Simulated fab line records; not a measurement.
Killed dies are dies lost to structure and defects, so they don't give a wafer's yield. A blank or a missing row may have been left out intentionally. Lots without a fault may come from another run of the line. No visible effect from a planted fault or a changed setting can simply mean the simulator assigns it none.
Struck lot and sound lot, side by side | flow berkeleyCmos170 | 14 out of 331 route steps
Sound: the wafers L959.3, L959.5, L959.6. Struck: wafers L969.2, L969.4, L969.5. The cause is named last.
At each step with rows: each side's tool, then ch and its chambers, then its first start. Under that, the readings that differ: sound wafers | struck wafers | difference of the means | sigmas: that difference in standard deviations of wafers without a fault.
alike: readings with means less than 2 such deviations apart, plus words and numbers identical on both sides. not compared: withheld readings, readings lacking a value on some wafer, bounds such as >300 that could conceal the same value, and numbers that have no deviation in the record and whose values overlap.
The two part at a step that has a row with sigmas, a row that says differs or no value, or rows on one side only. Numbers that have no deviation but don't overlap get no sigmas and don't part them. Lack of a reading on every wafer of one side parts them only where that side has two or more wafers.

first, 7 steps without rows for these wafers: UCB170_START_ANNEAL_04 (time 1200 s); UCB170_ZERO_HMDS_00 (prime time 60 s); UCB170_ZERO_COAT_01 (resist thk 900 nm); UCB170_ZERO_SOFTBAKE_02 (time 60 s); UCB170_ZERO_EXPOSE_03 (exposes mask PM MARKS, target cd 4000 nm); UCB170_ZERO_PEB_04; UCB170_ZERO_DEVELOP_05 (develop time 45 s).
UCB170_ZERO_ETCH_06: etches SiO2 in CHF3/CF4/Ar, time 12 s.
  sound on rieDiel-02 ch 0,1,3, day 2 12:03; struck on rieDiel-01 ch 1,2, day 4 15:01
  alike: drypumpMotorCurrentA, oesProductAu, throttleValvePct
  not compared: rfHoursCounterH
UCB170_ZERO_STRIP_07: strips in O2.
  sound on plasmaAsher-03 ch 0,1, day 2 12:07; struck on plasmaAsher-04 ch 0,1, day 4 15:02
  alike: drypumpMotorCurrentA, oesProductAu, stripTimeToEndpointS
  not compared: rfHoursCounterH
then, 2 steps without rows for these wafers: UCB170_NWELL_WET_ETCH_00 (etches SiO2 in dHF, time 200 s); UCB170_NWELL_OXIDATION_01 (target thk 26.4 nm, ox time 1260 s).
UCB170_NWELL_THK_MEAS_02:
  sound on filmMetro-03 at day 2 16:25; struck on filmMetro-04 at day 4 19:32
  alike: NWELL_OXIDE_THK
UCB170_NWELL_ANNEAL_03: time 900 s.
  sound on furnace-02 ch 0, day 2 20:09; struck on furnace-02, day 4 21:21
  no value came back on the struck wafers for spikeTcCentreC (C), spikeTcLoadC (C); on the sound wafers spikeTcCentreC (C) reads 1004.2 1003.2 1001.5
then, 1 step without rows for these wafers: UCB170_NWELL_CVD_04 (deposits Si3N4 from SiH2Cl2/NH3, target thk 224 nm, time 3360 s).

WHERE THEY PART
At UCB170_NWELL_ANNEAL_03 and nowhere else, as far as this record goes.

WHY: the cause the simulator had injected
Whole step skipped at UCB170_NWELL_ANNEAL_03 on furnace-02, starting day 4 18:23. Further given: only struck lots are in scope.
